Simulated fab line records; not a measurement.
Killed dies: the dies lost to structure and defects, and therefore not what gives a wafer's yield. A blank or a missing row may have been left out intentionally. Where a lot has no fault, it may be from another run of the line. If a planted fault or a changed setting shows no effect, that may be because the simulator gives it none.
The tool behind it: which one? | flow berkeley_cmos170 | 14 lots with 42 wafers sampled at 5 steps, on a route of 331 steps

## WHAT THE GAUGES READ, wafer by wafer
UCB170_PFIELD_TW_MEAS_09. Usual: PFIELD_TW 603.3, standard deviation 2.5.
lot  | measured    | on            | PFIELD_TW                           | flag
L225 | day 5 16:34 | film_metro-03 | 604.0 603.0 602.2                   |
L231 | day 6 12:35 | film_metro-01 | 602.5 603.0 604.8                   |
L228 | day 6 12:52 | film_metro-04 | 606.1 601.4 606.9                   |
L227 | day 6 12:57 | film_metro-01 | 601.5 602.1 603.6                   |
L232 | day 6 12:52 | film_metro-03 | 601.1 602.1 602.2                   |
L229 | day 6 13:08 | film_metro-04 | 606.1 603.8 603.9                   |
L238 | day 7 19:03 | film_metro-04 | 592.2 589.8 588.5 590.9 590.5 593.8 | OFF
L239 | day 7 19:17 | film_metro-04 | 605.7 604.2 603.4                   |
L240 | day 8 11:16 | film_metro-04 | 589.2 587.3 585.5 588.5 587.5 587.4 | OFF
L242 | day 8 20:14 | film_metro-01 | 601.9 607.3 600.8                   |
L243 | day 8 20:21 | film_metro-04 | 598.0 600.9 603.2                   |
L241 | day 8 20:56 | film_metro-03 | 607.0 604.3 603.2                   |
L245 | day 9 09:10 | film_metro-01 | 604.5 604.9 603.5                   |
L246 | day 9 19:04 | film_metro-04 | 606.8 605.7 606.4                   |

UCB170_M1_RS_MEAS_01: the measuring method here is four-point-probe. Usual: M1_AL_RS 0.0486 ohm/sq, standard deviation 0.00043.
lot  | measured     | on            | M1_AL_RS (ohm/sq)    | flag
L225 | day 8 22:47  | film_metro-01 | 0.0493 0.0486 0.0491 |
L231 | day 9 20:48  | film_metro-03 | 0.0483 0.0478 0.0486 |
L228 | day 9 20:06  | film_metro-03 | 0.0493 0.0483 0.0489 |
L227 | day 9 20:53  | film_metro-01 | 0.0487 0.0480 0.0484 |
L232 | day 9 20:35  | film_metro-01 | 0.0479 0.0481 0.0486 |
L229 | day 9 17:28  | film_metro-03 | 0.0486 0.0490 0.0496 |
L238 | day 11 07:06 | film_metro-03 | 0.0489 0.0493 0.0481 |
L239 | day 11 07:30 | film_metro-01 | 0.0487 0.0482 0.0486 |
L240 | day 11 11:47 | film_metro-02 | 0.0488 0.0485 0.0490 |
L242 | day 11 22:55 | film_metro-03 | 0.0489 0.0491 0.0494 |
L243 | day 12 01:40 | film_metro-03 | 0.0487 0.0484 0.0490 |
L241 | day 11 22:07 | film_metro-01 | 0.0481 0.0482 0.0479 |
L245 | day 12 10:26 | film_metro-02 | 0.0495 0.0490 0.0491 |
L246 | day 13 00:14 | film_metro-02 | 0.0485 0.0492 0.0484 |

## WHAT TOOL EACH LOT RAN ON (gives the tool, then ch and the chambers of the sampled wafers, and finally the start)
lot  | UCB170_PFIELD_IMPLANT_07       | UCB170_PFIELD_STRIP_08              | UCB170_M1_SPUTTER_00
L225 | implanter-01 ch 0, day 5 16:20 | plasma_asher-04 ch 0,1, day 5 16:29 | pvd_sputter-01, day 8 22:41
L231 | implanter-01 ch 0, day 6 12:21 | plasma_asher-01 ch 0,1, day 6 12:29 | pvd_sputter-04, day 9 20:43
L228 | implanter-02 ch 0, day 6 12:38 | plasma_asher-03 ch 0,1, day 6 12:45 | pvd_sputter-04, day 9 20:01
L227 | implanter-01 ch 0, day 6 12:38 | plasma_asher-03 ch 0, day 6 12:51   | pvd_sputter-03, day 9 20:50
L232 | implanter-04 ch 0, day 6 12:39 | plasma_asher-01 ch 0,1, day 6 12:47 | pvd_sputter-03, day 9 20:29
L229 | implanter-02 ch 0, day 6 12:54 | plasma_asher-01 ch 0,1, day 6 13:02 | pvd_sputter-03, day 9 17:23
L238 | implanter-02 ch 0, day 7 18:48 | plasma_asher-03 ch 0,1, day 7 18:57 | pvd_sputter-01, day 11 07:02
L239 | implanter-04 ch 0, day 7 19:04 | plasma_asher-04 ch 0,1, day 7 19:12 | pvd_sputter-03, day 11 07:24
L240 | implanter-02 ch 0, day 8 11:01 | plasma_asher-01 ch 0,1, day 8 11:09 | pvd_sputter-01, day 11 11:41
L242 | implanter-04 ch 0, day 8 20:01 | plasma_asher-04 ch 0,1, day 8 20:08 | pvd_sputter-04, day 11 22:49
L243 | implanter-01 ch 0, day 8 20:06 | plasma_asher-01 ch 0,1, day 8 20:15 | pvd_sputter-01, day 12 01:36
L241 | implanter-04 ch 0, day 8 20:41 | plasma_asher-03 ch 0,1, day 8 20:50 | pvd_sputter-03, day 11 22:03
L245 | implanter-04 ch 0, day 9 08:56 | plasma_asher-04 ch 0,1, day 9 09:04 | pvd_sputter-04, day 12 10:21
L246 | implanter-01 ch 0, day 9 18:50 | plasma_asher-04 ch 0,1, day 9 18:58 | pvd_sputter-03, day 13 00:10
- UCB170_PFIELD_IMPLANT_07
- UCB170_PFIELD_STRIP_08: strips in O2.
- UCB170_M1_SPUTTER_00: material Al, target thk 600 nm, time 80 s.

## WHAT THE TOOLS THEMSELVES READ (means of the sampled wafers that have a number; where no wafer has one, the mark that the record gives instead)
UCB170_PFIELD_IMPLANT_07. Usual: 1.9999e+13 for dose_ions_cm2, sd 2.4e+10.
lot  | tool         | dose_ions_cm2 | flag
L225 | implanter-01 | 2.0002e+13    |
L231 | implanter-01 | 2.0006e+13    |
L228 | implanter-02 | 2.0015e+13    |
L227 | implanter-01 | 1.9967e+13    |
L232 | implanter-04 | 1.9997e+13    |
L229 | implanter-02 | 1.9985e+13    |
L238 | implanter-02 | 1.8812e+13    | OFF
L239 | implanter-04 | 1.9960e+13    |
L240 | implanter-02 | 1.8830e+13    | OFF
L242 | implanter-04 | 1.9971e+13    |
L243 | implanter-01 | 1.9991e+13    |
L241 | implanter-04 | 1.9993e+13    |
L245 | implanter-04 | 2.0015e+13    |
L246 | implanter-01 | 1.9993e+13    |

UCB170_PFIELD_STRIP_08. Usual: drypump_motor_current_A 6.0 A, standard deviation 0.49; oes_product_au 0.734 a.u., standard deviation 0.0048; strip_time_to_endpoint_s 21.62 s, standard deviation 0.055.
lot  | tool            | drypump_motor_current_A (A) | oes_product_au (a.u.) | strip_time_to_endpoint_s (s) | flag
L225 | plasma_asher-04 | 6.5                         | 0.733                 | 21.60                        |
L231 | plasma_asher-01 | 5.7                         | 0.736                 | 21.68                        |
L228 | plasma_asher-03 | 5.5                         | 0.733                 | 21.60                        |
L227 | plasma_asher-03 | 5.6                         | 0.733                 | 21.61                        |
L232 | plasma_asher-01 | 5.7                         | 0.732                 | 21.61                        |
L229 | plasma_asher-01 | 6.1                         | 0.738                 | 21.67                        |
L238 | plasma_asher-03 | 5.5                         | 0.731                 | 21.67                        |
L239 | plasma_asher-04 | 6.3                         | 0.732                 | 21.66                        |
L240 | plasma_asher-01 | 6.1                         | 0.740                 | 21.61                        |
L242 | plasma_asher-04 | 6.4                         | 0.733                 | 21.65                        |
L243 | plasma_asher-01 | 5.7                         | 0.736                 | 21.68                        |
L241 | plasma_asher-03 | 5.4                         | 0.734                 | 21.68                        |
L245 | plasma_asher-04 | 6.3                         | 0.730                 | 21.70                        |
L246 | plasma_asher-04 | 6.4                         | 0.732                 | 21.53                        |

UCB170_M1_SPUTTER_00. Usual: 29.7 % for throttle_valve_pct, sd 0.71.
lot  | tool           | throttle_valve_pct (%) | flag
L225 | pvd_sputter-01 | 29.2                   |
L231 | pvd_sputter-04 | 29.9                   |
L228 | pvd_sputter-04 | 30.0                   |
L227 | pvd_sputter-03 | 29.5                   |
L232 | pvd_sputter-03 | 29.8                   |
L229 | pvd_sputter-03 | 29.6                   |
L238 | pvd_sputter-01 | 29.9                   |
L239 | pvd_sputter-03 | 29.5                   |
L240 | pvd_sputter-01 | 29.7                   |
L242 | pvd_sputter-04 | 29.9                   |
L243 | pvd_sputter-01 | 29.7                   |
L241 | pvd_sputter-03 | 29.5                   |
L245 | pvd_sputter-04 | 30.0                   |
L246 | pvd_sputter-03 | 30.0                   |

## THE ANSWER, worked out from the rows above alone
Rule: take the mean of a lot's wafers that have a number; if it is more than 3 standard deviations from the usual mean, the lot is off. A lot without any number at a reading at which 4 lots or more have one is off too. Where the step has rows for the other lots, those lots are counted as sound. After the gauges, taken in route order, come the tools' own readings; for these a lot's mean is taken, as printed above. The first step at which some lot is off is used, and at that step the reading that is off furthest; a lot without a number counts as furthest.
Off: L238, L240, at UCB170_PFIELD_TW_MEAS_09 (PFIELD_TW).
A tool fits if, at a process step before that reading, it ran every lot that is off, and no sound lot after the first of them. The gauges at UCB170_PFIELD_TW_MEAS_09 aren't tried: what is off there is off at UCB170_PFIELD_IMPLANT_07 too, on other tools, and a gauge's error can't cause that. One candidate fits, namely implanter-02 at UCB170_PFIELD_IMPLANT_07. A fault onset in the window from L229 (day 6 12:54, its last sound lot) to L238 (day 7 18:48, its first lot off) fits.
On the lots that are off, the tool's own readings at UCB170_PFIELD_IMPLANT_07 differ by more than 5 times the standard deviation of the sound lots' means, which bears it out; dose_ions_cm2 reads 1.8821e+13 there versus 1.9991e+13 on the sound lots.

## WHAT THE SIMULATOR PUT IN
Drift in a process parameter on implanter-02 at UCB170_PFIELD_IMPLANT_07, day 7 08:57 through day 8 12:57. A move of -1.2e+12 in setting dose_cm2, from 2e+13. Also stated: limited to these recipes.
Shown lots that were struck: L238, L240. The rule above reached the same finding.
